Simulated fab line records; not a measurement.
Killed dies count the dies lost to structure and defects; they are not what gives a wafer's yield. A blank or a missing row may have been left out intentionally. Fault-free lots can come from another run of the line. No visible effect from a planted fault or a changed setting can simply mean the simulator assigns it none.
Check for tools in common    flow berkeley cmos170    14 lots and 42 wafers in the sample

## WHY THIS WAS OPENED
Flagged at UCB170_NSD_CD_MEAS_06: reading cd nm, on 2 of 14 lots. No-fault wafers: 1200.4 nm, standard deviation 1.1.
Rule: a lot is flagged in two cases, either no wafer of it has a number, or all its wafers with numbers fall more than 4 standard deviations from that mean. The rest of the lots are taken to be sound.

lot   measured      on         cd nm (nm), wafer by wafer  flag
L841  day 8 07:50   cd sem-02  1199.4 1199.1 1200.7        
L844  day 8 08:17   cd sem-02  1201.9 1201.9 1202.2        
L842  day 8 08:23   cd sem-01  1199.8 1201.6 1201.4        
L846  day 9 19:39   cd sem-01  1199.8 1200.3 1199.2        
L848  day 9 19:58   cd sem-02  1199.8 1200.7 1200.2        
L849  day 9 20:14   cd sem-01  1181.2 1182.4 1182.5        FLAGGED
L847  day 9 20:26   cd sem-02  1201.5 1201.6 1200.4        
L853  day 10 05:56  cd sem-01  1179.3 1177.9 1179.6        FLAGGED
L857  day 12 00:41  cd sem-02  1199.2 1199.1 1199.0        
L859  day 12 01:00  cd sem-01  1200.4 1200.2 1199.9        
L858  day 12 01:19  cd sem-01  1200.8 1199.7 1201.6        
L862  day 12 08:33  cd sem-01  1199.9 1201.8 1201.3        
L863  day 12 08:38  cd sem-02  1199.8 1200.7 1201.5        
L864  day 13 04:34  cd sem-01  1200.6 1201.0 1199.9        
On average the flagged lots' numbers are 1180.5 nm, which is -19.9 nm against the usual, or -18 standard deviations.

## LOT BY LOT: THE TOOL USED
The record holds 1 process step before the reading, out of a route of 331 steps. Every cell lists first the tool, next ch and the chambers used by the sampled wafers, and last the start.
lot   flag     UCB170_NSD_PEB_04
L841           litho track-03 ch 0, day 8 07:00
L844           litho track-04 ch 0, day 8 08:00
L842           litho track-02 ch 0, day 8 08:00
L846           litho track-04 ch 0, day 9 19:23
L848           litho track-03 ch 0, day 9 19:41
L849  FLAGGED  litho track-04 ch 0, day 9 19:59
L847           litho track-02 ch 0, day 9 20:10
L853  FLAGGED  litho track-04 ch 0, day 10 05:40
L857           litho track-03 ch 0, day 12 00:25
L859           litho track-02 ch 0, day 12 00:43
L858           litho track-02 ch 0, day 12 01:02
L862           litho track-03 ch 0, day 12 08:13
L863           litho track-02 ch 0, day 12 08:22
L864           litho track-03 ch 0, day 13 04:18
These steps, and what they do:
- UCB170_NSD_PEB_04
- UCB170_NSD_CD_MEAS_06: target cd 1200 nm.

## FLAGGED AGAINST TOTAL, ONE TOOL AT A TIME (gauges that did the reading follow at the end)
step                   tool            lots run  flagged  share of the flagged lots  sound lots run after its first flagged lot
UCB170_NSD_PEB_04      litho track-02  5         0        none                       -
UCB170_NSD_PEB_04      litho track-03  5         0        none                       -
UCB170_NSD_PEB_04      litho track-04  4         2        all                        0
UCB170_NSD_CD_MEAS_06  cd sem-01       8         2        all                        4 (L859,L858,L862,L864)
UCB170_NSD_CD_MEAS_06  cd sem-02       6         0        none                       -

## WHAT THE TABLE ALLOWS
Table rows that saw every flagged lot: 2, namely litho track-04 at UCB170_NSD_PEB_04 and cd sem-01 at UCB170_NSD_CD_MEAS_06.
- litho track-04 at UCB170_NSD_PEB_04: 2 of its 4 lots flagged. Its last sound lot is L846 (day 9 19:23), its first flagged lot L849 (day 9 19:59): a fault that began between those two fits. Its own readings (heater power total W, plate temp C) fall more than 4 standard deviations out on all wafers of the flagged lots.
- cd sem-01 at UCB170_NSD_CD_MEAS_06: 2 of its 8 lots flagged. Sound lots ran on it after the first flagged one (L859, L858, L862, L864), which a lasting fault on the whole tool wouldn't allow.
Just one tool remains: litho track-04 at UCB170_NSD_PEB_04.

## WHAT THE SIMULATOR HAD PUT IN
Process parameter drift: litho track-04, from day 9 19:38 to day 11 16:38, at UCB170_NSD_PEB_04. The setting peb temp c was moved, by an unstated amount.
Shown lots that were struck: L849, L853. The rule above found the same.
